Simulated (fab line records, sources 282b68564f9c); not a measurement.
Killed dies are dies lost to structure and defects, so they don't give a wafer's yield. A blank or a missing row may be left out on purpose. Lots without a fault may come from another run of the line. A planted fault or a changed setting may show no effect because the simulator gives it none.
A struck lot beside a sound one | flow rit_cmos | 18 steps out of a route of 202
Sound: wafers L859.2, L859.4, L859.5. Struck: wafers L870.1, L870.3, L870.5. The cause comes at the end.
At each step with rows: each side's tool, then ch and its chambers, then its first start. Under that, the readings that differ: sound wafers | struck wafers | difference of the means | sigmas: that difference in standard deviations of wafers without a fault.
alike: readings whose means differ by less than 2 such deviations, and words and numbers that are the same on both sides. not compared: withheld readings, readings that some wafer has no value for, bounds like >300 that may hide the same value, and numbers for which the record gives no deviation and whose values overlap.
The two part at a step that has a row with sigmas, a row that says differs or no value, or rows on one side only. Numbers that don't overlap but have no deviation are shown without sigmas and don't part them. A reading that every wafer of one side lacks parts them only if that side has two wafers or more.

first, 2 steps without rows for these wafers: RIT_ACTIVE_CLEAN_17 (cleans in SC2, time 600 s); RIT_FOX1_OXIDATION_00 (target thk 350.7 nm, ox time 1130 s).
RIT_FOX1_THK_MEAS_01:
  sound on film_metro-04, day 2 15:31; struck on film_metro-01, day 4 22:26
  alike: FOX1_OXIDE_THK
then, 2 steps without rows for these wafers: RIT_FOX1_WET_ETCH_02 (etches SiO2 in BOE, target depth 350 nm, time 390 s); RIT_FOX2_OXIDATION_00 (target thk 350.7 nm, ox time 1130 s).
RIT_FOX2_THK_MEAS_01:
  sound on film_metro-04, day 2 17:41; struck on film_metro-02, day 5 01:07
  reading             | sound       | struck      | difference | sigmas
  FOX2_OXIDE_THK (nm) | 351 352 359 | 337 337 339 | -16        | -2
then, 2 steps without rows for these wafers: RIT_FOX2_CLEAN_02 (cleans in dHF, time 180 s); RIT_FOX2_WET_ETCH_03 (etches Si3N4 in H3PO4, target depth 195 nm, time 2700 s).
RIT_FOX2_THK_MEAS_90:
  sound on film_metro-04, day 2 18:34; struck on film_metro-04, day 5 02:00
  reading                     | sound       | struck      | difference | sigmas
  FIELD_OXIDE_LEFT_1_THK (nm) | 324 325 331 | 310 309 311 | -17        | -3
then, 3 steps without rows for these wafers: RIT_NWELL_HMDS_00 (prime time 60 s); RIT_NWELL_COAT_01 (resist thk 1300 nm); RIT_NWELL_SOFTBAKE_02 (time 60 s).
RIT_NWELL_EXPOSE_03: exposes mask M2, target cd 43900 nm.
  sound on iline_stepper-02 ch 0, day 2 19:05; struck on iline_stepper-02 ch 0, day 5 02:31
  reading                       | sound                   | struck            | difference | sigmas
  model.NWELL.overlay_x_nm (nm) | -0.4681 -0.4681 -0.4681 | 2.093 2.093 2.093 | +2.561     |
  alike: mask, focus_offset_nm
then, 2 steps without rows for these wafers: RIT_NWELL_PEB_04; RIT_NWELL_DEVELOP_05 (develop time 68 s).
RIT_NWELL_OVL_MEAS_06:
  sound on overlay-01, day 2 19:29; struck on overlay-02, day 5 02:56
  reading        | sound       | struck      | difference | sigmas
  NWELL_OVL (nm) | 1.9 3.4 1.3 | 4.3 4.9 5.3 | +2.6       | +2
then, 1 step without rows for these wafers: RIT_NWELL_HARDBAKE_07 (time 120 s).
RIT_M1_PROBE_99:
  the record has rows for the sound wafers here (prober-02, day 4 13:36) and none for the struck ones

WHERE THEY PART
First at RIT_FOX2_THK_MEAS_01; last, within this record, at RIT_M1_PROBE_99.

WHY: what the simulator had put in
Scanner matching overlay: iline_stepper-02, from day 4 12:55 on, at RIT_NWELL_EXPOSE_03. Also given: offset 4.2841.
